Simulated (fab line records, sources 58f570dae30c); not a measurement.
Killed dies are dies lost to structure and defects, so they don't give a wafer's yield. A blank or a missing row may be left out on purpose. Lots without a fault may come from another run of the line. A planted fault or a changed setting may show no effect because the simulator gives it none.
fab line records | flow berkeley_cmos170 | part 1 of 2: steps 1 to 33 of 46
record lots=5 wafers=15 last_day=10
route steps=331 shown ACTIVE@61 PFIELD@79 FIELD@89 SACOX@97 SCREENOX@100 NVT@104
lots that met no fault: from a run of the same line without faults
start_h: hours from the record's first day to the start of the lot's first wafer shown | wait_h: hours since the lot's step before | " the same as in the row above | L1.1+2: a row that stands for several wafers | - no value, or no start given | * or withheld: withheld | < > ~ a bound
route shown NAME@n: a module of which the file shows steps, and the number in the route of the first | usual: mean/standard deviation of fault-free wafers | same: alike in all rows | chamber/n: place in a boat | sites: the reading at each site | _std_site: their standard deviation | _edge_site: outer sites' mean less inner sites' | radius_mm: how far each site lies from the wafer's centre | mask NAME#n: copy n | behind: the tool/chamber that last shaped the wafer | hold: why the lot was held/for how many hours/how that ended | device: the transistor (n, p or np) that didn't switch | end of line: the same wafers' tests at the end of the route | a step without rows: its recipe alone | killed: dies lost to structure and defects at the first sort, not the wafer's yield | map: a wafer's dies, x killed, . not, _ none there
set.NAME: the setting as run; set.NAME@STEP: as run at that earlier step | model.NAME: the simulator's own value behind a step, which no gauge read
lots at some steps of the route; a table a step, a row a wafer
services: from which hour (start_h, from the record's first day; less than 0 if before it) a tool's chamber was out of use, for how many hours, and why
## steps
# step UCB170_ACTIVE_CLEAN_01
# recipe chemistry=dHF dilution=25:1 time_s=60
# columns lot.wafer tool chamber start_h wait_h
L076.3+4+5 wet_bench-03 0 74.94 0.0
L080.2+4+5 wet_bench-03 1 100.16 0.1
L082.1+4+6 wet_bench-04 1 101.86 0.4
L083.1+4+5 wet_bench-03 0 108.34 0.0
L086.2+3+4 wet_bench-02 3 119.96 0.0
# step UCB170_ACTIVE_OXIDATION_02
# recipe temp_c=1000 ambient=O2 target_thk_a=264 ox_time_s=1260
# usual zone_power_centre_pct=54/8
# columns lot.wafer tool chamber start_h wait_h zone_power_centre_pct
L076.3 furnace-04 0 78.63 3.7 61
L076.4 " 0 " " 61
L076.5 " 0 " " 61
L080.2 furnace-04 0 101.09 0.9 61
L080.4 " 0 " " 61
L080.5 " 0 " " 61
L082.1 furnace-03 0 104.23 2.3 45
L082.4 " 0 " " 46
L082.6 " 0 " " 46
L083.1 furnace-02 0 110.50 2.1 45
L083.4 " 0 " " 45
L083.5 " 0 " " 45
L086.2 furnace-02 0 127.47 7.5 46
L086.3 " 0 " " 45
L086.4 " 0 " " 46
# step UCB170_ACTIVE_THK_MEAS_03
# recipe reads=SiO2_of_ACTIVE_OXIDATION_02
# usual ACTIVE_OXIDE_THK=26.4/0.5
# columns lot.wafer tool chamber start_h wait_h ACTIVE_OXIDE_THK[nm]
L076.3 film_metro-03 - 80.00 0.0 25.9
L076.4 " - " " 25.9
L076.5 " - " " 26.3
L080.2 film_metro-01 - 102.45 0.0 25.6
L080.4 " - " " 25.5
L080.5 " - " " 25.6
L082.1 film_metro-03 - 105.58 0.0 26.5
L082.4 " - " " 27.6
L082.6 " - " " 27.4
L083.1 film_metro-03 - 111.85 0.0 27.0
L083.4 " - " " 26.3
L083.5 " - " " 27.0
L086.2 film_metro-02 - 128.83 0.0 27.2
L086.3 " - " " 26.7
L086.4 " - " " 26.7
# step UCB170_ACTIVE_ANNEAL_04
# recipe temp_c=1000 time_s=900 ambient=N2
# usual zone_power_centre_pct=51/7.9
# columns lot.wafer tool chamber start_h wait_h zone_power_centre_pct
L076.3 furnace-03 0 82.40 2.4 45
L076.4 " 0 " " 46
L076.5 " 0 " " 45
L080.2 furnace-04 0 105.29 2.8 60
L080.4 " 0 " " 61
L080.5 " 0 " " 60
L082.1 furnace-04 0 109.29 3.7 61
L082.4 " 0 " " 61
L082.6 " 0 " " 61
L083.1 furnace-03 0 115.08 3.2 45
L083.4 " 0 " " 45
L083.5 " 0 " " 46
L086.2 furnace-03 0 132.85 4.0 45
L086.3 " 0 " " 46
L086.4 " 0 " " 46
# step UCB170_ACTIVE_CVD_05
# recipe material=Si3N4 target_thk_nm=220 temp_c=800 precursor=SiH2Cl2/NH3 time_s=3300 pressure_mtorr=200 sih2cl2_flow_sccm=25 nh3_flow_sccm=75
# usual zone_power_centre_pct=34.6/2.3
# columns lot.wafer tool chamber start_h wait_h zone_power_centre_pct
L076.3 lpcvd-01 1 83.65 0.0 36.8
L076.4 " 1 " " 36.2
L076.5 " 1 " " 36.6
L080.2 lpcvd-01 1 106.54 0.0 35.9
L080.4 " 1 " " 36.1
L080.5 " 1 " " 36.2
L082.1 lpcvd-01 1 110.54 0.0 36.1
L082.4 " 1 " " 36.0
L082.6 " 1 " " 35.7
L083.1 lpcvd-01 1 117.00 0.7 35.6
L083.4 " 1 " " 36.1
L083.5 " 1 " " 36.1
L086.2 lpcvd-02 0 134.10 0.0 35.1
L086.3 " 0 " " 35.7
L086.4 " 0 " " 35.7
# step UCB170_ACTIVE_THK_MEAS_06
# recipe reads=Si3N4_of_ACTIVE_CVD_05
# usual ACTIVE_NITRIDE_THK=219.7/2.8
# columns lot.wafer tool chamber start_h wait_h ACTIVE_NITRIDE_THK[nm]
L076.3 film_metro-01 - 85.58 0.0 218.1
L076.4 " - " " 215.3
L076.5 " - " " 216.7
L080.2 film_metro-03 - 108.47 0.0 220.6
L080.4 " - " " 219.4
L080.5 " - " " 217.7
L082.1 film_metro-02 - 112.46 0.0 223.1
L082.4 " - " " 221.5
L082.6 " - " " 222.0
L083.1 film_metro-02 - 118.91 0.0 215.0
L083.4 " - " " 213.0
L083.5 " - " " 215.2
L086.2 film_metro-01 - 136.02 0.0 218.9
L086.3 " - " " 218.1
L086.4 " - " " 217.8
# step UCB170_ACTIVE_HMDS_07
# recipe prime_time_s=60 prime_temp_c=100
# same prime_time_s=60
# columns lot.wafer tool chamber start_h wait_h
L076.3+4+5 litho_track-04 0 86.08 0.5
L080.2+4+5 litho_track-04 0 108.54 0.1
L082.1+4+6 litho_track-03 0 112.68 0.2
L083.1+4+5 litho_track-04 0 118.97 0.1
L086.2+3+4 litho_track-04 0 136.51 0.5
# step UCB170_ACTIVE_COAT_08
# recipe resist=KrF spin_rpm=1500 resist_thk_nm=900
# columns lot.wafer tool chamber start_h wait_h
L076.3+4+5 litho_track-04 0 86.23 0.1
L080.2+4+5 litho_track-04 0 108.69 0.1
L082.1+4+6 litho_track-03 0 112.83 0.1
L083.1+4+5 litho_track-04 0 119.12 0.1
L086.2+3+4 litho_track-04 0 136.66 0.1
# step UCB170_ACTIVE_SOFTBAKE_09
# recipe resist=KrF temp_c=130 time_s=60
# columns lot.wafer tool chamber start_h wait_h
L076.3+4+5 litho_track-04 0 86.38 0.1
L080.2+4+5 litho_track-04 0 108.84 0.1
L082.1+4+6 litho_track-03 0 112.98 0.1
L083.1+4+5 litho_track-04 0 119.27 0.1
L086.2+3+4 litho_track-04 0 136.81 0.1
# step UCB170_ACTIVE_EXPOSE_10
# recipe mask_id=ACTIVE target_cd_nm=1200 na=0.5 sigma_outer=0.6 source_shape=conventional dose_mj=20
# columns lot.wafer tool chamber start_h wait_h mask
L076.3+4+5 krf_scanner-01 0 86.54 0.1 ACTIVE#0
L080.2+4+5 krf_scanner-01 0 108.99 0.1 ACTIVE#0
L082.1+4+6 krf_scanner-01 0 113.25 0.2 ACTIVE#0
L083.1+4+5 krf_scanner-02 0 119.55 0.2 ACTIVE#0
L086.2+3+4 krf_scanner-02 0 137.08 0.2 ACTIVE#0
# step UCB170_ACTIVE_PEB_11
# recipe peb_temp_c=130 peb_time_s=withheld resist=KrF
# columns lot.wafer tool chamber start_h wait_h
L076.3+4+5 litho_track-03 0 86.67 0.1
L080.2+4+5 litho_track-02 0 109.11 0.1
L082.1+4+6 litho_track-03 0 113.59 0.3
L083.1+4+5 litho_track-04 0 119.67 0.1
L086.2+3+4 litho_track-03 0 137.20 0.1
# step UCB170_ACTIVE_DEVELOP_12
# recipe developer=TMAH develop_time_s=45 resist=KrF dev_temp_c=21
# columns lot.wafer tool chamber start_h wait_h
L076.3+4+5 litho_track-03 0 - -
L080.2+4+5 litho_track-02 0 - -
L082.1+4+6 litho_track-03 0 - -
L083.1+4+5 litho_track-04 0 - -
L086.2+3+4 litho_track-03 0 - -
# step UCB170_ACTIVE_CD_MEAS_13
# recipe target_cd_nm=1200
# usual cd_nm=1200.2/1.3
# columns lot.wafer tool chamber start_h wait_h cd_nm
L076.3 cd_sem-02 - 86.94 - 1199.0
L076.4 " - " " 1199.9
L076.5 " - " " 1198.5
L080.2 cd_sem-01 - 109.38 - 1201.6
L080.4 " - " " 1202.2
L080.5 " - " " 1201.5
L082.1 cd_sem-01 - 113.87 - 1201.1
L082.4 " - " " 1200.7
L082.6 " - " " 1199.2
L083.1 cd_sem-02 - 120.00 - 1200.8
L083.4 " - " " 1202.1
L083.5 " - " " 1200.3
L086.2 cd_sem-01 - 137.50 - 1200.5
L086.3 " - " " 1198.3
L086.4 " - " " 1199.6
# step UCB170_ACTIVE_OVL_MEAS_14
# usual ACTIVE_OVL=0/6.6
# columns lot.wafer tool chamber start_h wait_h ACTIVE_OVL[nm]
L076.3 overlay-02 - 87.04 0.1 0
L076.4 " - " " 11
L076.5 " - " " 0
L080.2 overlay-01 - 109.49 0.1 5
L080.4 " - " " 11
L080.5 " - " " 2
L082.1 overlay-02 - 113.99 0.1 -5
L082.4 " - " " 0
L082.6 " - " " 3
L083.1 overlay-02 - 120.12 0.1 -3
L083.4 " - " " 0
L083.5 " - " " -3
L086.2 overlay-01 - 137.60 0.1 -4
L086.3 " - " " -6
L086.4 " - " " 4
# step UCB170_ACTIVE_ETCH_15
# recipe chemistry=CH3F/Ar/O2 target=Si3N4 stop_on=SiO2 CH3F_flow_sccm=20 Ar_flow_sccm=50 O2_flow_sccm=7 pressure_mtorr=50 rf_w=450 target_depth_a=2420 over_etch_frac=0.1039 time_s=151
# usual drypump_motor_current_A=5.7/0.47 oes_product_au=0.932/0.013 rf_fwd_power_W=448.3/1.4 throttle_valve_pct=8.09/0.16
# columns lot.wafer tool chamber start_h wait_h drypump_motor_current_A oes_product_au rf_fwd_power_W rf_hours_counter_h throttle_valve_pct
L076.3 rie_diel-04 3 87.06 0.0 4.9 0.924 449.2 126 8.10
L076.4 " 0 " " 5.8 0.914 446.6 157 8.06
L076.5 " 0 " " 5.8 0.913 450.1 - 8.06
L080.2 rie_diel-04 3 109.52 0.0 5.0 0.928 447.7 127 8.10
L080.4 " 2 " " 6.5 0.932 450.2 - 8.33
L080.5 " 3 " " 4.9 0.918 447.9 - 8.10
L082.1 rie_diel-03 2 114.02 0.0 5.6 0.934 448.0 85 8.25
L082.4 " 0 " " 6.0 0.947 452.1 147 7.97
L082.6 " 0 " " 6.0 0.939 450.7 - 7.95
L083.1 rie_diel-04 3 120.15 0.0 4.9 0.923 446.9 128 8.09
L083.4 " 2 " " 6.4 0.913 448.3 - 8.34
L083.5 " 2 " " 6.4 0.920 447.0 - 8.33
L086.2 rie_diel-02 3 137.63 0.0 5.9 0.907 449.0 14 8.07
L086.3 " 1 " " 5.9 0.928 447.4 98 7.91
L086.4 " 2 " " 5.9 0.938 448.2 25 8.26
# step UCB170_ACTIVE_STRIP_16
# recipe chemistry=O2 power_w=400 pressure_mtorr=3500 platen_temp_c=withheld o2_flow_sccm=400 overash_fraction=0.5
# usual drypump_motor_current_A=5.9/0.42 oes_product_au=0.721/0.0047 strip_time_to_endpoint_s=18.07/0.086
# columns lot.wafer tool chamber start_h wait_h drypump_motor_current_A oes_product_au rf_hours_counter_h strip_time_to_endpoint_s
L076.3 plasma_asher-03 1 87.19 0.1 5.5 0.716 - 18.16
L076.4 " 0 " " 6.0 0.722 - 18.16
L076.5 " 0 " " 6.0 0.719 - 18.17
L080.2 plasma_asher-02 0 109.67 0.1 5.8 0.718 30 18.20
L080.4 " 0 " " 5.8 0.715 - 18.05
L080.5 " 0 " " 5.8 0.724 - 18.20
L082.1 plasma_asher-02 1 114.12 0.1 6.5 0.725 31 18.01
L082.4 " 0 " " 5.8 0.710 - 18.11
L082.6 " 0 " " 5.9 0.722 - 18.05
L083.1 plasma_asher-03 1 120.30 0.1 5.5 0.722 42 18.16
L083.4 " 0 " " 6.0 0.718 - 18.08
L083.5 " 0 " " 6.0 0.717 - 18.09
L086.2 plasma_asher-04 0 137.73 0.1 6.3 0.724 2 18.18
L086.3 " 1 " " 5.3 0.717 - 18.12
L086.4 " 0 " " 6.3 0.721 - 18.24
# step UCB170_ACTIVE_CD_MEAS_90
# recipe target_cd_nm=1200
# usual cd_nm=1200.1/1.3
# columns lot.wafer tool chamber start_h wait_h cd_nm
L076.3 cd_sem-02 - 87.30 0.1 1199.1
L076.4 " - " " 1199.5
L076.5 " - " " 1198.5
L080.2 cd_sem-02 - 109.79 0.1 1201.6
L080.4 " - " " 1202.1
L080.5 " - " " 1201.1
L082.1 cd_sem-02 - 114.22 0.1 1201.0
L082.4 " - " " 1200.7
L082.6 " - " " 1199.1
L083.1 cd_sem-02 - 120.40 0.1 1200.6
L083.4 " - " " 1202.2
L083.5 " - " " 1200.5
L086.2 cd_sem-02 - 137.85 0.1 1200.1
L086.3 " - " " 1198.3
L086.4 " - " " 1199.3
# step UCB170_ACTIVE_CLEAN_17
# recipe chemistry=SPM temp_c=120 time_s=600
# columns lot.wafer tool chamber start_h wait_h
L076.3+4+5 wet_bench-02 2 87.68 0.4
L080.2+4+5 wet_bench-02 3 110.04 0.2
L082.1+4+6 wet_bench-02 1 114.90 0.7
L083.1+4+5 wet_bench-03 0 120.52 0.1
L086.2+3+4 wet_bench-02 1 137.95 0.1
# step UCB170_PFIELD_HMDS_00
# recipe prime_time_s=60 prime_temp_c=100
# same prime_time_s=60
# columns lot.wafer tool chamber start_h wait_h
L076.3+4+5 litho_track-02 0 88.65 0.8
L080.2+4+5 litho_track-04 0 110.24 0.0
L082.1+4+6 litho_track-02 0 115.58 0.5
L083.1+4+5 litho_track-02 0 120.87 0.0
L086.2+3+4 litho_track-01 0 138.15 0.0
# step UCB170_PFIELD_COAT_01
# recipe resist=KrF spin_rpm=1500 resist_thk_nm=900
# columns lot.wafer tool chamber start_h wait_h
L076.3+4+5 litho_track-02 0 88.80 0.1
L080.2+4+5 litho_track-04 0 110.39 0.1
L082.1+4+6 litho_track-02 0 115.73 0.1
L083.1+4+5 litho_track-02 0 121.02 0.1
L086.2+3+4 litho_track-01 0 138.30 0.1
# step UCB170_PFIELD_SOFTBAKE_02
# recipe resist=KrF temp_c=130 time_s=60
# columns lot.wafer tool chamber start_h wait_h
L076.3+4+5 litho_track-02 0 88.95 0.1
L080.2+4+5 litho_track-04 0 110.54 0.1
L082.1+4+6 litho_track-02 0 115.88 0.1
L083.1+4+5 litho_track-02 0 121.17 0.1
L086.2+3+4 litho_track-01 0 138.45 0.1
# step UCB170_PFIELD_EXPOSE_03
# recipe mask_id=PFIELD na=0.5 sigma_outer=0.6 source_shape=conventional target_cd_nm=1500 dose_mj=30
# columns lot.wafer tool chamber start_h wait_h mask
L076.3+4+5 krf_scanner-01 0 89.40 0.4 PFIELD#0
L080.2+4+5 krf_scanner-02 0 110.68 0.1 PFIELD#0
L082.1+4+6 krf_scanner-02 0 116.15 0.2 PFIELD#0
L083.1+4+5 krf_scanner-02 0 121.32 0.1 PFIELD#0
L086.2+3+4 krf_scanner-01 0 138.60 0.1 PFIELD#0
# step UCB170_PFIELD_PEB_04
# recipe peb_temp_c=130 peb_time_s=withheld resist=KrF
# columns lot.wafer tool chamber start_h wait_h
L076.3+4+5 litho_track-01 0 89.83 0.4
L080.2+4+5 litho_track-01 0 110.99 0.3
L082.1+4+6 litho_track-02 0 116.85 0.7
L083.1+4+5 litho_track-02 0 121.44 0.1
L086.2+3+4 litho_track-02 0 138.72 0.1
# step UCB170_PFIELD_DEVELOP_05
# recipe developer=TMAH develop_time_s=45 resist=KrF dev_temp_c=21
# columns lot.wafer tool chamber start_h wait_h
L076.3+4+5 litho_track-01 0 - -
L080.2+4+5 litho_track-01 0 - -
L082.1+4+6 litho_track-02 0 - -
L083.1+4+5 litho_track-02 0 - -
L086.2+3+4 litho_track-02 0 - -
# step UCB170_PFIELD_OVL_MEAS_06
# usual PFIELD_OVL=0/5
# columns lot.wafer tool chamber start_h wait_h PFIELD_OVL[nm]
L076.3 overlay-02 - 90.06 - 1
L076.4 " - " " 4
L076.5 " - " " 0
L080.2 overlay-01 - 111.24 - 2
L080.4 " - " " 3
L080.5 " - " " -1
L082.1 overlay-02 - 117.13 - -2
L082.4 " - " " 4
L082.6 " - " " -1
L083.1 overlay-02 - 121.71 - 1
L083.4 " - " " -1
L083.5 " - " " 2
L086.2 overlay-02 - 138.98 - -8
L086.3 " - " " -5
L086.4 " - " " -3
# step UCB170_PFIELD_IMPLANT_07
# recipe species=B dose_cm2=2.018e+13 energy_kev=80 tilt_deg=7
# columns lot.wafer tool chamber start_h wait_h
L076.3+4+5 implanter-02 0 90.14 0.1
L080.2+4+5 implanter-03 0 111.30 0.0
L082.1+4+6 implanter-02 0 117.16 0.0
L083.1+4+5 implanter-02 0 121.75 0.0
L086.2+3+4 implanter-01 0 139.03 0.0
# step UCB170_PFIELD_STRIP_08
# recipe chemistry=O2 power_w=400 pressure_mtorr=3500 platen_temp_c=withheld o2_flow_sccm=400 overash_fraction=0.5
# usual drypump_motor_current_A=5.7/0.44 oes_product_au=0.734/0.0045 strip_time_to_endpoint_s=21.65/0.071
# columns lot.wafer tool chamber start_h wait_h drypump_motor_current_A oes_product_au rf_hours_counter_h strip_time_to_endpoint_s
L076.3 plasma_asher-02 1 90.27 0.1 6.5 0.724 - 21.61
L076.4 " 0 " " 5.8 0.730 - 21.62
L076.5 " 1 " " 6.5 0.734 - 21.53
L080.2 plasma_asher-02 1 111.42 0.1 6.5 0.736 30 21.66
L080.4 " 1 " " 6.6 0.739 - 21.63
L080.5 " 0 " " 5.8 0.742 - 21.73
L082.1 plasma_asher-03 0 117.31 0.1 6.0 0.744 42 21.64
L082.4 " 1 " " 5.5 0.731 - 21.58
L082.6 " 1 " " 5.5 0.727 - 21.61
L083.1 plasma_asher-03 0 121.90 0.1 6.0 0.729 43 21.59
L083.4 " 1 " " 5.5 0.731 - 21.63
L083.5 " 0 " " 6.0 0.731 - 21.70
L086.2 plasma_asher-02 0 139.16 0.1 5.8 0.735 34 21.60
L086.3 " 1 " " 6.6 0.734 - 21.62
L086.4 " 0 " " 5.8 0.734 - 21.64
# step UCB170_PFIELD_TW_MEAS_09
# usual PFIELD_TW=605/3
# columns lot.wafer tool chamber start_h wait_h PFIELD_TW
L076.3 film_metro-01 - 90.36 0.1 598
L076.4 " - " " 600
L076.5 " - " " 598
L080.2 film_metro-04 - 111.53 0.1 603
L080.4 " - " " 600
L080.5 " - " " 601
L082.1 film_metro-01 - 117.41 0.1 604
L082.4 " - " " 602
L082.6 " - " " 600
L083.1 film_metro-03 - 122.00 0.1 606
L083.4 " - " " 602
L083.5 " - " " 604
L086.2 film_metro-04 - 139.27 0.1 608
L086.3 " - " " 606
L086.4 " - " " 606
# step UCB170_FIELD_CLEAN_00
# recipe chemistry=dHF dilution=25:1 time_s=7.5
# columns lot.wafer tool chamber start_h wait_h
L076.3+4+5 wet_bench-02 0 90.40 0.0
L080.2+4+5 wet_bench-04 1 111.58 0.0
L082.1+4+6 wet_bench-01 3 117.47 0.1
L083.1+4+5 wet_bench-02 1 122.06 0.1
L086.2+3+4 wet_bench-04 0 139.32 0.0
# step UCB170_FIELD_OXIDATION_01
# recipe temp_c=1000 ambient=H2O p_h2o_torr=584.62 target_thk_a=5583 ox_time_s=7200
# usual zone_power_centre_pct=48/3.2
# columns lot.wafer tool chamber start_h wait_h zone_power_centre_pct
L076.3 furnace-01 0 92.57 2.2 48
L076.4 " 0 " " 49
L076.5 " 0 " " 48
L080.2 furnace-02 0 114.68 3.1 45
L080.4 " 0 " " 45
L080.5 " 0 " " 46
L082.1 furnace-02 0 119.03 1.6 45
L082.4 " 0 " " 45
L082.6 " 0 " " 45
L083.1 furnace-01 0 128.22 6.1 48
L083.4 " 0 " " 48
L083.5 " 0 " " 48
L086.2 furnace-04 0 141.77 2.4 61
L086.3 " 0 " " 61
L086.4 " 0 " " 62
# step UCB170_FIELD_THK_MEAS_02
# recipe reads=SiO2_of_FIELD_OXIDATION_01
# usual FIELD_OXIDE_THK=561/11
# columns lot.wafer tool chamber start_h wait_h FIELD_OXIDE_THK[nm]
L076.3 film_metro-03 - 95.59 0.0 555
L076.4 " - " " 562
L076.5 " - " " 565
L080.2 film_metro-02 - 117.69 0.0 569
L080.4 " - " " 567
L080.5 " - " " 567
L082.1 film_metro-02 - 122.03 0.0 576
L082.4 " - " " 578
L082.6 " - " " 582
L083.1 film_metro-03 - 131.22 0.0 555
L083.4 " - " " 552
L083.5 " - " " 558
L086.2 film_metro-03 - 144.78 0.0 549
L086.3 " - " " 553
L086.4 " - " " 553
# step UCB170_FIELD_ANNEAL_03
# recipe temp_c=1000 time_s=1200 ambient=N2
# usual zone_power_centre_pct=48/4.3
# columns lot.wafer tool chamber start_h wait_h zone_power_centre_pct
L076.3 furnace-01 0 96.82 1.2 48
L076.4 " 0 " " 48
L076.5 " 0 " " 49
L080.2 furnace-01 0 119.23 1.5 48
L080.4 " 0 " " 48
L080.5 " 0 " " 48
L082.1 furnace-04 0 128.23 6.2 60
L082.4 " 0 " " 61
L082.6 " 0 " " 60
L083.1 furnace-02 0 134.65 3.4 45
L083.4 " 0 " " 45
L083.5 " 0 " " 45
L086.2 furnace-02 0 150.02 5.2 45
L086.3 " 0 " " 45
L086.4 " 0 " " 45
# step UCB170_FIELD_WET_ETCH_04
# recipe chemistry=dHF dilution=10:1 target=SiO2 temp_c=25 time_s=60
# columns lot.wafer tool chamber start_h wait_h
L076.3+4+5 wet_bench-01 0 98.36 0.2
L080.2+4+5 wet_bench-02 2 120.56 0.0
L082.1+4+6 wet_bench-04 0 129.57 0.0
L083.1+4+5 wet_bench-01 0 136.00 0.0
L086.2+3+4 wet_bench-04 3 151.35 0.0
